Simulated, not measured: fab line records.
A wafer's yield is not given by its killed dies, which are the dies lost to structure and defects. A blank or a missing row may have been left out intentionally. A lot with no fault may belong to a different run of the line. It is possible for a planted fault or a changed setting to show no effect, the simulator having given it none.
A struck lot beside a sound one / flow rit cmos / 17 out of 202 route steps
Sound: wafers L793.3, L793.5, L793.6. The struck wafers were L800.1, L800.4, L800.5. The cause comes at the end.
At each step with rows: each side's tool, then ch and its chambers, then its first start. Under that, the readings that differ: sound wafers / struck wafers / difference of the means / sigmas: that difference in standard deviations of wafers without a fault.
alike: words and numbers the same on both sides, and readings whose means are apart by under 2 such deviations; not compared: readings that were withheld, readings missing a value for some wafer, numbers with overlapping values and no deviation given by the record, and bounds like >300 which may hide the same value.
Wherever a step has rows on one side only, a row that says differs or no value, or a row with sigmas, the two part there. When numbers do not overlap yet have no deviation, they are printed without sigmas and do not part them. A reading that every wafer of one side lacks parts them only if that side has two wafers or more.

first, 1 step without rows for these wafers: RIT_PRETRO_DEVELOP_05 (develop time 68 s).
RIT_PRETRO_OVL_MEAS_06:
  struck on overlay-02, day 5 11:18; sound on overlay-02, day 4 02:30
  alike: PRETRO_OVL
then, 2 steps without rows for these wafers: RIT_PRETRO_HARDBAKE_07 (time 120 s); RIT_PRETRO_IMPLANT_08.
RIT_PRETRO_STRIP_09: strips in O2, time 180 s.
  sound on plasma asher-04 ch 0,1, day 4 03:09; struck on plasma asher-04 ch 0, day 5 11:44
  alike: drypump motor current A
  not compared: rf hours counter h
RIT_PRETRO_TW_MEAS_10:
  struck on film metro-03, day 5 11:55; sound on film metro-04, day 4 03:17
  alike: PRETRO_TW
then, 5 steps without rows for these wafers: RIT_GATE_WET_ETCH_00 (etches SiO2 in BOE, target depth 56 nm, time 60 s); RIT_GATE_CLEAN_01 (cleans in SC1, time 600 s); RIT_GATE_CLEAN_02 (cleans in dHF, time 30 s); RIT_GATE_CLEAN_03 (cleans in SC2, time 600 s); RIT_GATE_CLEAN_04 (cleans in dHF, time 60 s).
RIT_FOX2_THK_MEAS_91:
  struck on film metro-04, day 5 12:23; sound on film metro-02, day 4 03:47
  alike: FIELD_OXIDE_LEFT_2_THK
RIT_GATE_OXIDATION_05: target thk 3 nm, ox time 270 s.
  sound on furnace-01 ch 0, day 4 03:49; struck on furnace-04 ch 0, day 5 13:19
reading=ox time s (s); sound=270 270 270; struck=237.6 237.6 237.6; difference=-32.4; sigmas=
reading=model.SiO2_of_GATE_OXIDATION_05.thk nm (nm); sound=2.892 2.945 2.932; struck=2.735 2.716 2.714; difference=-0.201; sigmas=
  alike: zone power load pct
then, 1 step without rows for these wafers: RIT_GATE_ANNEAL_06 (time 600 s).
RIT_GATE_THK_MEAS_07:
  struck on film metro-04, day 5 14:38; sound on film metro-01, day 4 05:10
reading=GATE_OXIDE_THK (nm); sound=2.92 2.97 2.94; struck=2.72 2.69 2.68; difference=-0.25; sigmas=-4
then, 1 step without rows for these wafers: RIT_GATE_CVD_08 (deposits poly-Si from SiH4, target thk 250 nm, time 2220 s).
RIT_M1_PROBE_99:
  struck on prober-02, day 6 15:01; sound on prober-02, day 5 06:34
reading=killed at contacts; sound=3 2 0; struck=0 0 0; difference=-2; sigmas=-4
reading=model.etest.pmos_0p3.r on ohm um; sound=6119 6126 6115; struck=5714 5646 5726; difference=-425; sigmas=
reading=model.etest.nmos_0p3.r on ohm um; sound=2140 2148 2170; struck=2025 2013 2017; difference=-134; sigmas=
reading=model.etest.nmos_0p15.drive ua um; sound=458.6 458.6 465.7; struck=520 525.2 522.1; difference=+61; sigmas=
reading=model.etest.nmos narrow.drive ua um; sound=230.7 225.3 226.9; struck=260.9 264.4 259.5; difference=+34.0; sigmas=
reading=model.etest.nmos_0p3.drive ua um; sound=229.4 222.6 226.9; struck=254.7 257 254.4; difference=+29.1; sigmas=
reading=model.etest.pmos_0p15.drive ua um; sound=261.8 258.3 265.8; struck=292.6 295.8 289.9; difference=+30.8; sigmas=
reading=model.etest.pmos_0p3.drive ua um; sound=105.9 104.6 107; struck=115.4 117.8 116.3; difference=+10.7; sigmas=
reading=model.etest.pmos narrow.drive ua um; sound=107.9 106 107.2; struck=121.1 121.3 118.4; difference=+13.2; sigmas=
  alike: killed at front end, killed dies, killed open, killed short

== WHERE THEY PART ==
Last at RIT_M1_PROBE_99 as far as this record goes, first at RIT_GATE_THK_MEAS_07.

WHY: whatever the simulator had introduced
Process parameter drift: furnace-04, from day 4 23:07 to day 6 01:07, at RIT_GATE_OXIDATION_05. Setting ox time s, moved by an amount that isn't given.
